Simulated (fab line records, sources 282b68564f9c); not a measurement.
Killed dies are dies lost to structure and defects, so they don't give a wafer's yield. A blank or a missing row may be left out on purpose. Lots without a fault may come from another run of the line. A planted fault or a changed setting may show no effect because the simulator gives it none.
A struck lot beside a sound one | flow rit_cmos | 29 steps out of a route of 202
Sound: wafers L379.2, L379.3, L379.6. Struck: wafers L372.3, L372.4, L372.6. The cause comes at the end.
At each step with rows: each side's tool, then ch and its chambers, then its first start. Under that, the readings that differ: sound wafers | struck wafers | difference of the means | sigmas: that difference in standard deviations of wafers without a fault.
alike: readings whose means differ by less than 2 such deviations, and words and numbers that are the same on both sides. not compared: withheld readings, readings that some wafer has no value for, bounds like >300 that may hide the same value, and numbers for which the record gives no deviation and whose values overlap.
The two part at a step that has a row with sigmas, a row that says differs or no value, or rows on one side only. Numbers that don't overlap but have no deviation are shown without sigmas and don't part them. A reading that every wafer of one side lacks parts them only if that side has two wafers or more.

first, 1 step without rows for these wafers: RIT_NWELL_IMPLANT_08.
RIT_NWELL_STRIP_09: strips in O2, time 180 s.
  sound on plasma_asher-02 ch 0,1, day 5 16:37; struck on plasma_asher-01 ch 0,1, day 4 05:27
  alike: chamber_pressure_mTorr, drypump_motor_current_A
  not compared: rf_hours_counter_h
RIT_NWELL_TW_MEAS_10:
  sound on film_metro-03, day 5 16:49; struck on film_metro-03, day 4 05:35
  alike: NWELL_TW
then, 6 steps without rows for these wafers: RIT_PWELL_HMDS_00 (prime time 60 s); RIT_PWELL_COAT_01 (resist thk 1300 nm); RIT_PWELL_SOFTBAKE_02 (time 60 s); RIT_PWELL_EXPOSE_03 (exposes mask M3, target cd 43700 nm); RIT_PWELL_PEB_04; RIT_PWELL_DEVELOP_05 (develop time 68 s).
RIT_PWELL_OVL_MEAS_06:
  sound on overlay-02, day 5 17:50; struck on overlay-02, day 4 06:39
  alike: PWELL_OVL
then, 2 steps without rows for these wafers: RIT_PWELL_HARDBAKE_07 (time 120 s); RIT_PWELL_IMPLANT_08.
RIT_PWELL_STRIP_09: strips in O2, time 180 s.
  sound on plasma_asher-03 ch 0,1, day 5 18:16; struck on plasma_asher-04 ch 0,1, day 4 07:08
  no value came back on the struck wafers for chamber_pressure_mTorr (mTorr), drypump_motor_current_A (A); on the sound wafers chamber_pressure_mTorr (mTorr) reads 3996 4004 4003
  reading                                    | sound | struck         | difference | sigmas
  model.NOVOLAK_of_PWELL_COAT_01.thk_nm (nm) | 0 0 0 | 1138 1138 1138 | +1138      |
  not compared: rf_hours_counter_h
RIT_PWELL_TW_MEAS_10:
  sound on film_metro-01, day 5 18:27; struck on film_metro-01, day 4 07:16
  alike: PWELL_TW
then, 1 step without rows for these wafers: RIT_WELLDRIVE_ANNEAL_00 (time 14700 s).
RIT_WELLDRIVE_RS_MEAS_01: measures by four-point-probe.
  sound on film_metro-01, day 5 23:53; struck on film_metro-03, day 4 13:14
  alike: NWELL_RS
RIT_WELLDRIVE_RS_MEAS_02: measures by four-point-probe.
  sound on film_metro-01, day 6 00:00; struck on film_metro-03, day 4 13:21
  reading           | sound             | struck            | difference | sigmas
  PWELL_RS (ohm/sq) | 430.6 430.7 430.9 | 426.6 428.1 428.5 | -3.0       | -2
then, 6 steps without rows for these wafers: RIT_NRETRO_HMDS_00 (prime time 60 s); RIT_NRETRO_COAT_01 (resist thk 1300 nm); RIT_NRETRO_SOFTBAKE_02 (time 60 s); RIT_NRETRO_EXPOSE_03 (exposes mask M4, target cd 43900 nm); RIT_NRETRO_PEB_04; RIT_NRETRO_DEVELOP_05 (develop time 68 s).
RIT_NRETRO_OVL_MEAS_06:
  sound on overlay-01, day 6 00:59; struck on overlay-02, day 4 14:19
  alike: NRETRO_OVL
then, 2 steps without rows for these wafers: RIT_NRETRO_HARDBAKE_07 (time 120 s); RIT_NRETRO_IMPLANT_08.
RIT_NRETRO_STRIP_09: strips in O2, time 180 s.
  sound on plasma_asher-03 ch 0,1, day 6 01:25; struck on plasma_asher-01 ch 0,1, day 4 14:49
  alike: chamber_pressure_mTorr, drypump_motor_current_A
  not compared: rf_hours_counter_h
RIT_NRETRO_TW_MEAS_10:
  sound on film_metro-04, day 6 01:36; struck on film_metro-04, day 4 15:10
  reading   | sound          | struck   | difference | sigmas
  NRETRO_TW | 1040 1046 1048 | 30 30 30 | -1015      | -99 or more
  not compared: hold
RIT_M1_PROBE_99:
  the record has rows for the sound wafers here (prober-02, day 7 05:23) and none for the struck ones

WHERE THEY PART
First at RIT_PWELL_STRIP_09; last, within this record, at RIT_M1_PROBE_99.

WHY: what the simulator had put in
Skipped step whole: plasma_asher-04, from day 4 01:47 on, at RIT_PWELL_STRIP_09. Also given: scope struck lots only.
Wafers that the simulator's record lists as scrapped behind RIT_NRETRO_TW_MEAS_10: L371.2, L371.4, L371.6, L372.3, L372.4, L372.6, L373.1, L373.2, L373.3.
